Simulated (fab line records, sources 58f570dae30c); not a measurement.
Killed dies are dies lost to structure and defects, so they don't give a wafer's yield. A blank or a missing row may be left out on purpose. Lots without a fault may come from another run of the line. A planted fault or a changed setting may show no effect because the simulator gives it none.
Which tool did it? | flow berkeley_cmos170 | 15 lots, 45 wafers sampled, at 3 steps of a route of 331

WHAT THE GAUGES READ, wafer by wafer
UCB170_PSD_TW_MEAS_10.
lot  | measured     | on            | PSD_TW
L894 | day 7 00:06  | film_metro-03 | 2302 2314 2300
L895 | day 7 00:34  | film_metro-03 | 2299 2309 2296
L900 | day 8 02:11  | film_metro-04 | 2364 2362 2348
L904 | day 9 12:55  | film_metro-04 | 2350 2354 2342
L907 | day 9 13:10  | film_metro-04 | 2347 2327 2333
L908 | day 9 12:46  | film_metro-02 | 2308 2317 2323
L909 | day 9 16:34  | film_metro-02 | 2324 2306 2331
L911 | day 10 02:10 | film_metro-04 | 2342 2333 2334
L912 | day 10 02:53 | film_metro-02 | 2314 2322 2323
L914 | day 10 20:38 | film_metro-04 | 2355 2341 2349
L915 | day 11 06:04 | film_metro-03 | 2301 2299 2297
L916 | day 11 06:21 | film_metro-02 | 2325 2337 2328

WHICH TOOL RAN EACH LOT (tool, then ch and the chambers of the sampled wafers, then the start)
lot  | UCB170_ZERO_EXPOSE_03            | UCB170_ZERO_ETCH_06
L894 | krf_scanner-02 ch 0, day 1 20:47 | rie_diel-04 ch 0,2, day 1 21:43
L895 | krf_scanner-01 ch 0, day 2 01:03 | rie_diel-01 ch 0,3, day 2 01:50
L896 | krf_scanner-02, day 2 02:55      | rie_diel-01 ch 0,2,3, day 2 03:21
L897 | krf_scanner-02, day 2 09:32      | rie_diel-02 ch 0,2,3, day 2 10:14
L898 | krf_scanner-01, day 2 14:16      | rie_diel-04 ch 0,2,3, day 2 14:44
L900 | krf_scanner-02 ch 0, day 3 03:14 | rie_diel-02 ch 1,2,3, day 3 03:47
L904 | krf_scanner-01 ch 0, day 4 00:12 | rie_diel-02 ch 0,2,3, day 4 01:08
L907 | krf_scanner-02 ch 0, day 4 12:00 | rie_diel-02 ch 1,2,3, day 4 12:23
L908 | krf_scanner-02 ch 0, day 4 15:53 | rie_diel-02 ch 1,2, day 4 16:23
L909 | krf_scanner-01 ch 0, day 5 00:22 | rie_diel-02 ch 0,1,3, day 5 01:03
L911 | krf_scanner-02 ch 0, day 5 09:28 | rie_diel-01 ch 1,2,3, day 5 09:50
L912 | krf_scanner-01 ch 0, day 5 13:39 | rie_diel-01 ch 1,2,3, day 5 14:14
L914 | krf_scanner-02 ch 0, day 5 21:23 | rie_diel-04 ch 0,1,2, day 5 21:45
L915 | krf_scanner-01 ch 0, day 6 02:57 | rie_diel-01 ch 2,3, day 6 03:47
L916 | krf_scanner-02 ch 0, day 6 09:40 | rie_diel-02 ch 1,2,3, day 6 10:04
- UCB170_ZERO_EXPOSE_03: exposes mask PM MARKS, target cd 4000 nm.
- UCB170_ZERO_ETCH_06: etches SiO2 in CHF3/CF4/Ar, time 12 s.

WHAT THE TOOLS THEMSELVES READ (means of the sampled wafers that have a number; where no wafer has one, the mark that the record gives instead)
UCB170_ZERO_EXPOSE_03.
lot  | tool           | exposure_dose_mJ_cm2 | focus_offset_nm (nm)
L894 | krf_scanner-02 | 29.98                | -0.6
L895 | krf_scanner-01 | 29.99                | 0.6
L896 | krf_scanner-02 | -                    | -
L897 | krf_scanner-02 | -                    | -
L898 | krf_scanner-01 | -                    | -
L900 | krf_scanner-02 | 30.00                | -0.3
L904 | krf_scanner-01 | 29.98                | -0.1
L907 | krf_scanner-02 | 29.94                | 0.4
L908 | krf_scanner-02 | 29.99                | -0.3
L909 | krf_scanner-01 | 29.99                | -0.1
L911 | krf_scanner-02 | 30.03                | -0.5
L912 | krf_scanner-01 | 29.97                | 0.1
L914 | krf_scanner-02 | 30.02                | -0.3
L915 | krf_scanner-01 | 30.02                | -0.4
L916 | krf_scanner-02 | 30.00                | 0.2

UCB170_ZERO_ETCH_06.
lot  | tool        | drypump_motor_current_A (A) | oes_product_au (a.u.) | rf_fwd_power_W (W) | throttle_valve_pct (%)
L894 | rie_diel-04 | 5.6                         | 0.614                 | 490                | 9.21
L895 | rie_diel-01 | 5.3                         | 0.613                 | 491                | 9.21
L896 | rie_diel-01 | 5.3                         | 0.374                 | 492                | 9.24
L897 | rie_diel-02 | 6.0                         | 0.376                 | 493                | 9.19
L898 | rie_diel-04 | 5.5                         | 0.375                 | 492                | 9.22
L900 | rie_diel-02 | 5.8                         | 0.618                 | 492                | 9.26
L904 | rie_diel-02 | 5.9                         | 0.617                 | 493                | 9.21
L907 | rie_diel-02 | 5.8                         | 0.621                 | 492                | 9.27
L908 | rie_diel-02 | 5.9                         | 0.621                 | 494                | 9.30
L909 | rie_diel-02 | 5.7                         | 0.620                 | 495                | 9.25
L911 | rie_diel-01 | 5.7                         | 0.606                 | 490                | 9.23
L912 | rie_diel-01 | 5.7                         | 0.611                 | 490                | 9.22
L914 | rie_diel-04 | 5.8                         | 0.622                 | 492                | 9.21
L915 | rie_diel-01 | 5.5                         | 0.606                 | 492                | 9.19
L916 | rie_diel-02 | 5.8                         | 0.617                 | 492                | 9.27

THE ANSWER, worked out from the rows above alone
Rule: what is usual is taken from the lots themselves. Put in order of their means at a reading, lots are off if they are a third of the lots or fewer, leave a main group of 4 or more, and stand apart from it by a gap of 3 or more times the standard deviation of the main group's means; of several such gaps the widest counts. A main group whose means are all the same, to the digits that the tables above print for the reading, isn't used. A lot without any number at a reading at which 4 lots or more have one is off too. The other lots that the step has rows for count as sound. The gauges are gone through in route order, then the tools' own readings, and for those a lot's mean is taken as printed above. The first step at which some lot is off is used, and at that step the reading that is off furthest; a lot without a number counts as furthest.
Off: L896, L897, L898, at UCB170_ZERO_EXPOSE_03 (exposure_dose_mJ_cm2). Without a number there: L896, L897, L898. The main group: mean 29.99, standard deviation 0.023.
A tool fits if, at that step or a process step before it, it ran every lot that is off, and no sound lot after the first of them. None of those tried fits.

WHAT THE SIMULATOR HAD PUT IN
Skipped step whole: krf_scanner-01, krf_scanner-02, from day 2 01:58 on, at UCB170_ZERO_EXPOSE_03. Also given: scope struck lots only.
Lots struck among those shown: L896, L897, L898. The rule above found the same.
